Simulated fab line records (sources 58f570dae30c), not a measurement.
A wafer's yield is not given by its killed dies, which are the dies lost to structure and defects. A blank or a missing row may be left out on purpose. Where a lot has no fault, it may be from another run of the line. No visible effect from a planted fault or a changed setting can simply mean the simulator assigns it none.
Comparing a struck lot with a sound one ; flow berkeley_cmos170 ; 15 steps out of a route of 331
Sound: these wafers, L833.1, L833.4, L833.5. Struck: wafers L842.1, L842.5, L842.6. Last of all comes the cause.
Each step with rows lists, per side, the tool, then ch with its chambers, then its first start. Under that, the readings that differ: sound wafers ; struck wafers ; difference of the means ; sigmas: that difference in standard deviations of wafers without a fault.
alike: a reading whose means differ by less than 2 such deviations, as well as words and numbers matching on both sides. not compared: withheld readings; readings where some wafer has no value; bounds like >300 that might hide an equal value; numbers whose values overlap and for which the record gives no deviation.
A row with sigmas, a row that says differs or no value, or rows on one side alone: a step with any of these is where the two part. Non-overlapping numbers with no deviation appear without sigmas and do not part them. Lack of a reading on every wafer of one side parts them only where that side has two or more wafers.

UCB170_GATE_CD_MEAS_12: target cd 350 nm.
  struck on cd_sem-01, day 11 05:59; sound on cd_sem-02, day 9 09:24
  alike: cd_nm
UCB170_GATE_OVL_MEAS_13:
  struck on overlay-02, day 11 06:06; sound on overlay-02, day 9 09:31
  alike: GATE_OVL
UCB170_GATE_ETCH_14: etches BARC in N2/H2.
  sound on rie_diel-02 ch 0,2,3, day 9 09:34; struck on rie_diel-02 ch 0,2,3, day 11 06:08
  alike: drypump_motor_current_A, oes_product_au, throttle_valve_pct
UCB170_GATE_ETCH_15: etches poly-Si in HBr/Cl2, stops on SiO2, time 56.3 s, target depth 278.2 nm.
  sound on rie_si-01 ch 1,3, day 9 09:36; struck on rie_si-02 ch 1,2,3, day 11 06:10
  alike: drypump_motor_current_A, mfc_cl2_sccm, oes_product_au, throttle_valve_pct
  not compared: rf_hours_counter_h
UCB170_GATE_STRIP_16: strips in O2.
  sound on plasma_asher-01 ch 1, day 9 09:39; struck on plasma_asher-02 ch 0,1, day 11 06:13
  alike: drypump_motor_current_A, oes_product_au
  not compared: rf_hours_counter_h
UCB170_GATE_CD_MEAS_90: target cd 350 nm.
  struck on cd_sem-02, day 11 06:19; sound on cd_sem-02, day 9 09:53
  alike: cd_nm
then, 6 steps without rows for these wafers: UCB170_GATE_CLEAN_17 (cleans in SPM, time 600 s); UCB170_PLDD_HMDS_00 (prime time 60 s); UCB170_PLDD_COAT_01 (resist thk 900 nm); UCB170_PLDD_SOFTBAKE_02 (time 60 s); UCB170_PLDD_EXPOSE_03 (exposes mask PSELECT, target cd 1200 nm); UCB170_PLDD_PEB_04.
UCB170_PLDD_DEVELOP_05: develop time 45 s.
  sound on litho_track-02 ch 0, day 9 11:00; struck on litho_track-02 ch 0, day 11 07:00
reading;sound;struck;difference;sigmas
developer_temp_C (C);21.21 20.97 21.17;23.00 22.89 23.01;+1.85;+17
UCB170_PLDD_CD_MEAS_06: target cd 1200 nm.
  struck on cd_sem-02, day 11 07:36; sound on cd_sem-02, day 9 11:35
  alike: cd_nm
UCB170_M3_PROBE_99:
  the record has rows for the sound wafers here (prober-01, day 11 07:53) and none for the struck ones

== WHERE THEY PART ==
Last at UCB170_M3_PROBE_99 as far as this record goes, first at UCB170_PLDD_DEVELOP_05.

WHY: what had been put in by the simulator
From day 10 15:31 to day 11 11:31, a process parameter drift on litho_track-02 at UCB170_PLDD_DEVELOP_05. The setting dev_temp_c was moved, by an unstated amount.
